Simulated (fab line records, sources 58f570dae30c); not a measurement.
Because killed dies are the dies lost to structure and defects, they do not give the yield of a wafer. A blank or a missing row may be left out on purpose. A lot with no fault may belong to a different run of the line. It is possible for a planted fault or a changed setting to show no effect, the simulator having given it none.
Matching of chambers || flow berkeleyCmos170 || UCB170_SPACER_CVD_00 on pecvd-03 has 3 sister chambers
The step deposits SiO2 from TEOS/O2, target thk 376 nm, time 47 s. 3 wafers are shown with their chamber, then 8 later ones without.

WAFERS WITH THEIR CHAMBER
{"wafer": "L268.6", "chamber": 1, "heaterPowerW (W)": 288}
{"wafer": "L270.4", "chamber": 2, "heaterPowerW (W)": 202}
{"wafer": "L275.1", "chamber": 0, "heaterPowerW (W)": 256}

WAFERS WITHOUT THEIR CHAMBER
{"wafer": "L275.5", "heaterPowerW (W)": 263}
{"wafer": "L275.6", "heaterPowerW (W)": 362}
{"wafer": "L276.2", "heaterPowerW (W)": 259}
{"wafer": "L276.3", "heaterPowerW (W)": 209}
{"wafer": "L276.5", "heaterPowerW (W)": 228}
{"wafer": "L282.1", "heaterPowerW (W)": 369}
{"wafer": "L282.4", "heaterPowerW (W)": 296}
{"wafer": "L282.5", "heaterPowerW (W)": 266}

EACH ONE'S CHAMBER
{"wafer": "L275.5", "from the rows above": "can't be placed: 0 or 1 or 2", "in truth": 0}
{"wafer": "L275.6", "from the rows above": "can't be placed: 1 or 0", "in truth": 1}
{"wafer": "L276.2", "from the rows above": "can't be placed: 0 or 1 or 2", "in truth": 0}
{"wafer": "L276.3", "from the rows above": "can't be placed: 2 or 0 or 1", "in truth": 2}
{"wafer": "L276.5", "from the rows above": "can't be placed: 2 or 0 or 1", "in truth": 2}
{"wafer": "L282.1", "from the rows above": "can't be placed: 1 or 0", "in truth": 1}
{"wafer": "L282.4", "from the rows above": "can't be placed: 1 or 0", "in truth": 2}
{"wafer": "L282.5", "from the rows above": "can't be placed: 0 or 1 or 2", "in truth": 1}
Placed correctly: 0 of 8. Not placeable from these rows: 8 (in 7, the candidates include the true chamber). Wrongly placed: 0.
How it was worked out, from the rows above alone: a wafer's distance from a chamber is the root of the sum, over the readings, of the square of ((its reading less the chamber's mean) divided by the reading's scatter). If the next closest chamber is less than 2 further off than the closest, the wafer can't be placed; otherwise it belongs to the closest. The mean given for a chamber averages the wafers shown for that chamber. The scatter (one wafer shown for each chamber): square how far every hidden wafer sits from the nearest shown wafer, average those squares and take the square root.
